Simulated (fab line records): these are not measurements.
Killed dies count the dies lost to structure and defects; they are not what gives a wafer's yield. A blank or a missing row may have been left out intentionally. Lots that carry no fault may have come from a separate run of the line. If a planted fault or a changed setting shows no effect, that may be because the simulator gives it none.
Struck lot and sound lot, side by side | flow berkeley_cmos170 | 24 steps out of a route of 331
Sound: these wafers, L989.1, L989.3, L989.4. Struck: wafers L994.1, L994.3, L994.4. At the end, the cause is stated.
At each step with rows: each side's tool, then ch and its chambers, then its first start. Under that, the readings that differ: sound wafers | struck wafers | difference of the means | sigmas: that difference in standard deviations of wafers without a fault.
alike: same words and numbers on both sides, and readings whose means sit less than 2 such deviations apart. not compared: any withheld reading, any reading some wafer has no value for, any bound like >300 that may hide the same value, and any number with overlapping values for which the record gives no deviation.
The two part at a step that has a row with sigmas, a row that says differs or no value, or rows on one side only. Numbers that have no deviation but don't overlap get no sigmas and don't part them. A reading that every wafer of one side lacks parts them only if that side has two wafers or more.

first, 6 steps without rows for these wafers: UCB170_ZERO_HMDS_00 (prime time 60 s); UCB170_ZERO_COAT_01 (resist thk 900 nm); UCB170_ZERO_SOFTBAKE_02 (time 60 s); UCB170_ZERO_EXPOSE_03 (exposes mask PM MARKS, target cd 4000 nm); UCB170_ZERO_PEB_04; UCB170_ZERO_DEVELOP_05 (develop time 45 s).
UCB170_ZERO_ETCH_06: etches SiO2 in CHF3/CF4/Ar, time 12 s.
  sound on rie_diel-03 ch 1,2,3, day 1 15:44; struck on rie_diel-02 ch 0,1,3, day 2 19:31
  alike: CHF3_flow_sccm, drypump_motor_current_A, oes_product_au, throttle_valve_pct
  not compared: rf_hours_counter_h
UCB170_ZERO_STRIP_07: strips in O2.
  sound on plasma_asher-04 ch 0,1, day 1 15:46; struck on plasma_asher-01 ch 0,1, day 2 19:32
  alike: drypump_motor_current_A, oes_product_au, strip_time_to_endpoint_s
  not compared: rf_hours_counter_h
then, 2 steps without rows for these wafers: UCB170_NWELL_WET_ETCH_00 (etches SiO2 in dHF, time 200 s); UCB170_NWELL_OXIDATION_01 (target thk 26.4 nm, ox time 1260 s).
UCB170_NWELL_THK_MEAS_02:
  sound: film_metro-03 at day 1 21:09; struck: film_metro-04 at day 2 23:18
  alike: NWELL_OXIDE_THK
then, 1 step without rows for these wafers: UCB170_NWELL_ANNEAL_03 (time 900 s).
UCB170_NWELL_CVD_04: deposits Si3N4 from SiH2Cl2/NH3, target thk 224 nm, time 3360 s.
  sound on lpcvd-02 ch 1, day 2 00:31; struck on lpcvd-01 ch 0, day 3 03:20
  reading                                 | sound             | struck            | difference | sigmas
  spike_tc_centre_C (C)                   | 801.5 798.8 800.5 | 802.0 803.3 803.3 | +2.6       | +2
  model.Si3N4_of_NWELL_CVD_04.thk_nm (nm) | 222.1 219.6 220.2 | 95.94 96.04 93.98 | -125.31    |
UCB170_NWELL_THK_MEAS_05:
  sound: film_metro-02 at day 2 02:26; struck: film_metro-04 at day 3 05:16
  reading                | sound             | struck         | difference | sigmas
  NWELL_NITRIDE_THK (nm) | 222.2 219.7 220.1 | 95.9 96.2 94.0 | -125.3     | -57
then, 6 steps without rows for these wafers: UCB170_NWELL_HMDS_06 (prime time 60 s); UCB170_NWELL_COAT_07 (resist thk 900 nm); UCB170_NWELL_SOFTBAKE_08 (time 60 s); UCB170_NWELL_EXPOSE_09 (exposes mask NWELL, target cd 3000 nm); UCB170_NWELL_PEB_10; UCB170_NWELL_DEVELOP_11 (develop time 45 s).
UCB170_NWELL_OVL_MEAS_12:
  sound: overlay-02 at day 2 03:28; struck: overlay-01 at day 3 06:49
  alike: NWELL_OVL
UCB170_NWELL_ETCH_13: etches Si3N4 in CH3F/Ar/O2, stops on SiO2, target depth 246.4 nm, time 154 s.
  sound on rie_diel-01 ch 0,1,2, day 2 03:31; struck on rie_diel-01 ch 0,1,3, day 3 06:51
  reading                  | sound             | struck            | difference | sigmas
  oes_product_au (a.u.)    | 0.937 0.934 0.907 | 0.623 0.601 0.611 | -0.314     | -17
  model.etch.depth_nm (nm) | 222.1 219.6 220.2 | 95.94 96.04 93.98 | -125.31    |
  alike: drypump_motor_current_A, throttle_valve_pct
  not compared: rf_hours_counter_h
after that, 1 step had no rows for these wafers: UCB170_NWELL_IMPLANT_14.
-- the record jumps here: 6 days lie between the struck wafers' starts before and after (it left off in module NWELL and takes up again in module M3, whose first step shown is number 331 of the route) --
UCB170_M3_PROBE_99:
  only the struck wafers here have rows in the record (prober-01, day 9 12:37); the sound ones have none

== WHERE THEY PART ==
First at UCB170_NWELL_CVD_04; last, within this record, at UCB170_M3_PROBE_99.

WHY: whatever the simulator had introduced
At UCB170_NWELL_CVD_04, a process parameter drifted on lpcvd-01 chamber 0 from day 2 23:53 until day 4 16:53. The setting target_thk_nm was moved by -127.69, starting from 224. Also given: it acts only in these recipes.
